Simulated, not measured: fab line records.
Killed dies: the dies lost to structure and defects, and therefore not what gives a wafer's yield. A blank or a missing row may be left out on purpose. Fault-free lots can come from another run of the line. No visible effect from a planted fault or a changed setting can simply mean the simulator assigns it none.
A lot that was struck, set against a sound lot ; flow rit cmos ; 17 out of 202 route steps
Sound: these wafers, L745.2, L745.4, L745.6. Wafers struck: L748.1, L748.2, L748.3. The cause comes at the end.
At each step with rows: each side's tool, then ch and its chambers, then its first start. Under that, the readings that differ: sound wafers ; struck wafers ; difference of the means ; sigmas: that difference in standard deviations of wafers without a fault.
alike: readings whose means differ by less than 2 such deviations, and words and numbers that are the same on both sides. not compared: withheld readings, readings that some wafer has no value for, bounds like >300 that may hide the same value, and numbers for which the record gives no deviation and whose values overlap.
A row with sigmas, a row that says differs or no value, or rows on one side alone: a step with any of these is where the two part. When numbers do not overlap yet have no deviation, they are printed without sigmas and do not part them. A reading that every wafer of one side lacks parts them only if that side has two wafers or more.

RIT_ACTIVE_BOW_MEAS_00:
  sound on film metro-01, day 2 01:01; struck on film metro-03, day 2 16:00
  alike: INCOMING_BOW
then, 1 step without rows for these wafers: RIT_ACTIVE_OXIDATION_01 (target thk 46.8 nm, ox time 3360 s).
RIT_ACTIVE_THK_MEAS_02:
  sound on film metro-03, day 2 03:04; struck on film metro-01, day 2 18:03
  alike: ACTIVE_OXIDE_THK
RIT_ACTIVE_CVD_03: deposits Si3N4 from SiH2Cl2/NH3, target thk 150 nm, time 1500 s.
  sound on lpcvd-01 ch 0, day 2 03:07; struck on lpcvd-01 ch 0, day 2 18:07
  no value came back on the struck wafers for any of 5 readings (nh3 flow sccm (sccm), pressure mtorr (mTorr) and others); on the sound wafers nh3 flow sccm (sccm) reads 150.2 150.0 150.3
then, 6 steps without rows for these wafers: RIT_ACTIVE_HMDS_05 (prime time 60 s); RIT_ACTIVE_COAT_06 (resist thk 1000 nm); RIT_ACTIVE_SOFTBAKE_07 (time 60 s); RIT_ACTIVE_EXPOSE_08 (exposes mask M1, target cd 1400 nm); RIT_ACTIVE_PEB_09; RIT_ACTIVE_DEVELOP_10 (develop time 50 s).
RIT_ACTIVE_CD_MEAS_11 targets a cd of 1400 nm.
  sound on cd sem-01, day 2 05:35; struck on cd sem-02, day 2 20:26
  alike: cd nm
then, 1 step without rows for these wafers: RIT_ACTIVE_HARDBAKE_12 (time 60 s).
RIT_ACTIVE_ETCH_13: etches Si3N4 in SF6, stops on SiO2, time 210 s, target depth 210 nm.
  sound on rie diel-02 ch 1,2,3, day 2 05:50; struck on rie diel-02 ch 1,2,3, day 2 20:43
  alike: SF6_flow_sccm, drypump motor current A, oes product au, throttle valve pct
  not compared: rf hours counter h, model.ACTIVE.feature depth nm, model.etch.depth nm
RIT_ACTIVE_STRIP_14: strips in O2, time 180 s.
  sound on plasma asher-02 ch 1, day 2 05:58; struck on plasma asher-03 ch 0,1, day 2 20:50
  alike: drypump motor current A, o2 flow sccm
  not compared: rf hours counter h
RIT_ACTIVE_CD_MEAS_90 targets a cd of 1400 nm.
  sound on cd sem-02, day 2 06:10; struck on cd sem-01, day 2 21:01
reading;sound;struck;difference;sigmas
cd nm (nm);1397.4 1398.9 1398.0;- - -;no value on the struck wafers;
then, 1 step without rows for these wafers: RIT_ACTIVE_CLEAN_15 (cleans in SC1, time 600 s).
RIT_M1_PROBE_99:
  sound on prober-01, day 4 02:20; struck on prober-02, day 4 20:19
reading;sound;struck;difference;sigmas
killed at front end;7 7 7;264 264 264;+257;+86
killed dies;7 7 7;264 264 264;+257;+83
killed on rim;1 1 4;70 70 70;+68;+45
  alike: killed open, killed short

## WHERE THEY PART
First at RIT_ACTIVE_CVD_03; last, within this record, at RIT_M1_PROBE_99.

WHY: whatever the simulator had introduced
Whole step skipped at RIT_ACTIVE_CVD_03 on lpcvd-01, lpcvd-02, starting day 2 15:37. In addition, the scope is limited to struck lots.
